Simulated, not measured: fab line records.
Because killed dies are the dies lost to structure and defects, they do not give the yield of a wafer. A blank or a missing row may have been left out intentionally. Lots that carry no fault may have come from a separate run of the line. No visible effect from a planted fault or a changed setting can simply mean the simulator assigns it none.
A lot that was struck, set against a sound lot    flow rit_cmos    39 out of 202 route steps
Sound: these wafers, L231.1, L231.4, L231.5. The struck wafers were L233.2, L233.4, L233.6. Last of all comes the cause.
At each step with rows: each side's tool, then ch and its chambers, then its first start. Under that, the readings that differ: sound wafers    struck wafers    difference of the means    sigmas: that difference in standard deviations of wafers without a fault.
alike: readings with means less than 2 such deviations apart, plus words and numbers identical on both sides. not compared: withheld readings, readings lacking a value on some wafer, bounds such as >300 that could conceal the same value, and numbers that have no deviation in the record and whose values overlap.
A row with sigmas, a row that says differs or no value, or rows on one side alone: a step with any of these is where the two part. Non-overlapping numbers with no deviation appear without sigmas and do not part them. A reading that every wafer of one side lacks parts them only if that side has two wafers or more.

first, 3 steps without rows for these wafers: RIT_GATE_EXPOSE_13 (exposes mask M6, target cd 150 nm); RIT_GATE_PEB_14; RIT_GATE_DEVELOP_15 (develop time 51.16 s).
RIT_GATE_CD_MEAS_16 targets a cd of 150 nm.
  sound: cd_sem-02 at day 3 15:41; struck: cd_sem-02 at day 3 23:37
  alike: cd_nm
RIT_GATE_OVL_MEAS_17:
  sound: overlay-01 at day 3 15:48; struck: overlay-01 at day 3 23:43
  alike: GATE_OVL
then, 1 step without rows for these wafers: RIT_GATE_HARDBAKE_18 (time 60 s).
RIT_GATE_ETCH_19: etches poly-Si in SF6/CHF3/O2, stops on SiO2, time 165 s, target depth 312.5 nm.
  sound on rie_si-02 ch 0,1, day 3 15:59; struck on rie_si-02 ch 1,3, day 3 23:54
  alike: drypump_motor_current_A, oes_product_au, throttle_valve_pct
  not compared: rf_hours_counter_h
RIT_GATE_STRIP_20: strips in O2, time 180 s.
  sound on plasma_asher-01 ch 0,1, day 3 16:05; struck on plasma_asher-01 ch 0, day 4 00:00
  alike: drypump_motor_current_A
  not compared: rf_hours_counter_h
RIT_GATE_CD_MEAS_90 targets a cd of 150 nm.
  sound: cd_sem-02 at day 3 16:16; struck: cd_sem-01 at day 4 00:12
  alike: cd_nm
then, 3 steps without rows for these wafers: RIT_REOX_CLEAN_00 (cleans in SC1, time 600 s); RIT_REOX_CLEAN_01 (cleans in dHF, time 30 s); RIT_REOX_CLEAN_02 (cleans in SC2, time 600 s).
RIT_REOX_OXIDATION_03: target thk 25.2 nm, ox time 5580 s.
  sound on furnace-01 ch 0, day 3 16:45; struck on furnace-01 ch 0, day 4 00:40
reading                                      sound                 struck             difference  sigmas
spike_tc_centre_C (C)                        903.2 903.0 904.8     918.7 919.9 918.0  +15.2       +12
spike_tc_load_C (C)                          920.5 921.8 921.5     935.8 938.1 937.1  +15.7       +6
spike_tc_source_C (C)                        921.6 919.9 921.7     936.2 935.6 935.4  +14.7       +6
tube_center_temp_C (C)                       899.89 900.11 900.03  915 914.93 915.1   +15         +99 or more
tube_center_temp_C_max                       901.8 902.6 902.5     917.3 917.4 917.0  +14.9       +39
model.SiO2_of_REOX_OXIDATION_03.thk_nm (nm)  25.23 25 24.89        28.81 28.63 28.78  +3.70       
  alike: zone_power_load_pct
RIT_REOX_THK_MEAS_04:
  sound: film_metro-04 at day 3 19:18; struck: film_metro-03 at day 4 03:14
reading              sound           struck          difference  sigmas
REOX_OXIDE_THK (nm)  25.2 25.0 24.9  28.8 28.6 28.8  +3.7        +8
then, 6 steps without rows for these wafers: RIT_NLDD_HMDS_00 (prime time 60 s); RIT_NLDD_COAT_01 (resist thk 1000 nm); RIT_NLDD_SOFTBAKE_02 (time 60 s); RIT_NLDD_EXPOSE_03 (exposes mask M7, target cd 40700 nm); RIT_NLDD_PEB_04; RIT_NLDD_DEVELOP_05 (develop time 47.73 s).
RIT_NLDD_OVL_MEAS_06:
  sound: overlay-01 at day 3 20:13; struck: overlay-02 at day 4 04:08
  alike: NLDD_OVL
then, 2 steps without rows for these wafers: RIT_NLDD_HARDBAKE_07 (time 60 s); RIT_NLDD_IMPLANT_08.
RIT_NLDD_STRIP_09: strips in O2, time 180 s.
  sound on plasma_asher-04 ch 0,1, day 3 20:33; struck on plasma_asher-02 ch 0,1, day 4 04:33
  alike: drypump_motor_current_A
  not compared: rf_hours_counter_h
RIT_NLDD_TW_MEAS_10:
  sound: film_metro-04 at day 3 20:43; struck: film_metro-01 at day 4 04:44
  alike: NLDD_TW
then, 6 steps without rows for these wafers: RIT_PLDD_HMDS_00 (prime time 60 s); RIT_PLDD_COAT_01 (resist thk 1000 nm); RIT_PLDD_SOFTBAKE_02 (time 60 s); RIT_PLDD_EXPOSE_03 (exposes mask M8, target cd 40900 nm); RIT_PLDD_PEB_04; RIT_PLDD_DEVELOP_05 (develop time 50 s).
RIT_PLDD_OVL_MEAS_06:
  sound: overlay-02 at day 3 21:51; struck: overlay-01 at day 4 05:46
  alike: PLDD_OVL
then, 2 steps without rows for these wafers: RIT_PLDD_HARDBAKE_07 (time 60 s); RIT_PLDD_IMPLANT_08.
RIT_PLDD_STRIP_09: strips in O2, time 180 s.
  sound on plasma_asher-03 ch 0, day 3 22:11; struck on plasma_asher-02 ch 0,1, day 4 06:05
  alike: drypump_motor_current_A
  not compared: rf_hours_counter_h
RIT_PLDD_TW_MEAS_10:
  sound: film_metro-02 at day 3 22:22; struck: film_metro-04 at day 4 06:17
  alike: PLDD_TW
RIT_SPACER_CLEAN_00: cleans in SC1, time 600 s.
  sound on wet_bench-01 ch 1, day 3 22:25; struck on wet_bench-04 ch 2, day 4 06:20
reading                                      sound              struck             difference  sigmas
model.SiO2_of_REOX_OXIDATION_03.thk_nm (nm)  23.29 23.08 22.97  26.59 26.42 26.57  +3.41       
then, 1 step without rows for these wafers: RIT_SPACER_CLEAN_01 (cleans in dHF, time 30 s).
RIT_M1_PROBE_99:
  sound: prober-01 at day 4 12:18; struck: prober-01 at day 4 20:07
reading                              sound              struck             difference  sigmas
killed_at_M0_to_M3                   0 0 1              0 0 0              +0          -2
model.etest.pmos_turned.r_on_ohm_um  3212 3144 3171     4612 4377 4530     +1331       
model.etest.pmos_0p3.r_on_ohm_um     6038 5976 6010     6796 6614 6733     +706        
model.etest.pmos_0p15.r_on_ohm_um    2538 2504 2544     3255 3172 3239     +693        
model.etest.pldd.rs_ohm_sq           475.9 463.5 462.3  837.1 813.2 841.1  +363.2      
model.etest.nmos_0p3.r_on_ohm_um     2100 2076 2110     2318 2251 2304     +196        
model.etest.nmos_0p15.r_on_ohm_um    1065 1040 1050     1269 1238 1272     +208        
model.etest.nmos_turned.drive_ua_um  347.8 352 353.8    222.5 229.7 227    -124.8      
model.etest.nldd.rs_ohm_sq           363.6 360.8 360.4  471.8 465.9 472.9  +108.6      
  alike: killed_at_contacts, killed_at_front_end, killed_dies, killed_open, killed_short

## WHERE THEY PART
First at RIT_REOX_OXIDATION_03; last, within this record, at RIT_M1_PROBE_99.

WHY: whatever the simulator had introduced
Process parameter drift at RIT_REOX_OXIDATION_03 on furnace-01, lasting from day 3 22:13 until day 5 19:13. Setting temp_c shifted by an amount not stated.
